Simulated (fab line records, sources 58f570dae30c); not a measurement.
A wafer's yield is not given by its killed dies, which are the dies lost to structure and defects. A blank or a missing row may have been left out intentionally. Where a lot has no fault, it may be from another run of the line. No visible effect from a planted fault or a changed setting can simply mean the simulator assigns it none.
The tool behind it: which one? | flow berkeley-cmos170 | 45 wafers sampled from 15 lots at 1 step of a route of 331

## WHAT THE GAUGES SHOWED, per wafer
UCB170_PVT_OVL_MEAS_06.
lot  | measured     | on         | PVT_OVL (nm)
L639 | day 6 23:30  | overlay-01 | 8 6 0
L637 | day 6 23:47  | overlay-01 | 0 -4 -1
L638 | day 6 23:53  | overlay-02 | 8 8 6
L640 | day 7 00:20  | overlay-02 | -4 1 0
L642 | day 8 04:52  | overlay-01 | 4 8 0
L643 | day 8 05:20  | overlay-01 | 5 12 8
L649 | day 9 18:41  | overlay-01 | 0 -3 -3
L652 | day 10 00:20 | overlay-01 | 10 6 11
L653 | day 10 00:29 | overlay-02 | 10 13 9
L654 | day 10 13:14 | overlay-02 | 10 -7 5
L655 | day 10 13:44 | overlay-01 | -4 0 2
L657 | day 11 09:34 | overlay-02 | 5 6 3
L660 | day 11 10:16 | overlay-01 | -3 4 -3
L659 | day 11 10:22 | overlay-01 | 7 12 3
L656 | day 11 10:34 | overlay-01 | 7 5 11

## WHICH TOOL RAN EACH LOT (tool, then ch and the chambers of the sampled wafers, then the start)
The record shows no process step preceding these readings.

## WHAT THE TOOLS THEMSELVES READ (means of the sampled wafers that have a number; where no wafer has one, the mark that the record gives instead)
The record holds no such reading with a usual standard deviation.

## THE ANSWER, worked out from the rows above alone
Rule: the lots themselves supply what counts as usual. Put in order of their means at a reading, lots are off if they are a third of the lots or fewer, leave a main group of 4 or more, and stand apart from it by a gap of 3 or more times the standard deviation of the main group's means; of several such gaps the widest counts. The tables above print the reading to a certain number of digits; a main group whose means all agree to those digits is not used. Also off: a lot with no number at a reading for which 4 or more lots have one. Any other lot the step has rows for is counted as sound. Order of review: gauges by route order, followed by the tools' own readings, for which a lot's mean as printed above is used. The first step at which some lot is off is used, and at that step the reading that is off furthest; a lot without a number counts as furthest.
None of the lots is off at any reading shown; this tells nothing.

## WHAT THE SIMULATOR HAD PUT IN
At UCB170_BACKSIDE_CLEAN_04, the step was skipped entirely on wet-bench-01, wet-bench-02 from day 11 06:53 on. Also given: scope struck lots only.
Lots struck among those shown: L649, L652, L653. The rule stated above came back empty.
